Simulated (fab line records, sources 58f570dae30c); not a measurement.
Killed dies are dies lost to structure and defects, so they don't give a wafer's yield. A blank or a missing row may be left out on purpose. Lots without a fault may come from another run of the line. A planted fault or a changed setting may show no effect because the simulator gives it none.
A struck lot beside a sound one | flow berkeley_cmos170 | 15 steps out of a route of 331
Sound: wafers L617.2, L617.4, L617.6. Struck: wafers L629.3, L629.4, L629.6. The cause comes at the end.
At each step with rows: each side's tool, then ch and its chambers, then its first start. Under that, the readings that differ: sound wafers | struck wafers | difference of the means | sigmas: that difference in standard deviations of wafers without a fault.
alike: readings whose means differ by less than 2 such deviations, and words and numbers that are the same on both sides. not compared: withheld readings, readings that some wafer has no value for, bounds like >300 that may hide the same value, and numbers for which the record gives no deviation and whose values overlap.
The two part at a step that has a row with sigmas, a row that says differs or no value, or rows on one side only. Numbers that don't overlap but have no deviation are shown without sigmas and don't part them. A reading that every wafer of one side lacks parts them only if that side has two wafers or more.

first, 4 steps without rows for these wafers: UCB170_M2_SOFTBAKE_11 (time 60 s); UCB170_M2_EXPOSE_12 (exposes mask METAL2, target cd 700 nm); UCB170_M2_PEB_13; UCB170_M2_DEVELOP_14 (develop time 43.67 s).
UCB170_M2_CD_MEAS_15: target cd 700 nm.
  sound on cd_sem-02, day 9 18:45; struck on cd_sem-02, day 11 10:12
  reading    | sound             | struck            | difference | sigmas
  cd_nm (nm) | 699.7 698.9 699.3 | 702.6 704.9 703.8 | +4.5       | +3
UCB170_M2_OVL_MEAS_16:
  sound on overlay-01, day 9 18:51; struck on overlay-02, day 11 10:17
  alike: M2_OVL
UCB170_M2_ETCH_17: etches BARC in N2/H2.
  sound on rie_diel-02 ch 0,2, day 9 18:53; struck on rie_diel-03 ch 1,2, day 11 10:19
  alike: drypump_motor_current_A, oes_product_au, throttle_valve_pct
UCB170_M2_METAL_ETCH_18: etches Al in Cl2/BCl3, stops on SiO2, target depth 1170 nm, time 195 s.
  sound on rie_metal-01 ch 1, day 9 18:56; struck on rie_metal-01 ch 1, day 11 10:29
  alike: drypump_motor_current_A, oes_product_au, throttle_valve_pct
  not compared: rf_hours_counter_h
UCB170_M2_STRIP_19: strips in O2.
  sound on plasma_asher-01 ch 0,1, day 9 19:07; struck on plasma_asher-04 ch 0,1, day 11 10:46
  alike: drypump_motor_current_A, o2_flow_sccm, oes_product_au
  not compared: rf_hours_counter_h
UCB170_M2_CD_MEAS_90: target cd 700 nm.
  sound on cd_sem-02, day 9 19:14; struck on cd_sem-01, day 11 10:52
  alike: cd_nm
UCB170_V2_CVD_00: deposits SiO2 from TEOS/O2, target thk 2000 nm, time 250 s.
  sound on pecvd-02 ch 0,2, day 9 19:20; struck on pecvd-02 ch 1,2, day 11 10:57
  alike: heater_power_w
UCB170_V2_THK_MEAS_01:
  sound on film_metro-01, day 9 19:30; struck on film_metro-03, day 11 11:08
  alike: V2_TEOS_THK
UCB170_V2_CMP_02: polishes SiO2.
  sound on cmp-01 ch 2,3, day 9 19:36; struck on cmp-01 ch 2,3, day 11 11:10
  no value came back on the struck wafers for any of 5 readings (edge_zone_pressure_frac, head_pressure_psi (psi) and others); on the sound wafers edge_zone_pressure_frac reads 0.999 1.001 1.001
  reading                             | sound            | struck         | difference | sigmas
  model.SiO2_of_V2_CVD_00.thk_nm (nm) | 998.9 1000 997.7 | 1965 2015 2005 | +996       |
UCB170_V2_BOW_MEAS_03:
  sound on film_metro-03, day 9 19:52; struck on film_metro-01, day 11 11:49
  reading     | sound    | struck | difference                    | sigmas
  V2_BOW (um) | 40 34 41 | - - -  | no value on the struck wafers |
  not compared: hold
UCB170_M3_PROBE_99:
  the record has rows for the sound wafers here (prober-02, day 10 00:45) and none for the struck ones

WHERE THEY PART
First at UCB170_M2_CD_MEAS_15; last, within this record, at UCB170_M3_PROBE_99.

WHY: what the simulator had put in
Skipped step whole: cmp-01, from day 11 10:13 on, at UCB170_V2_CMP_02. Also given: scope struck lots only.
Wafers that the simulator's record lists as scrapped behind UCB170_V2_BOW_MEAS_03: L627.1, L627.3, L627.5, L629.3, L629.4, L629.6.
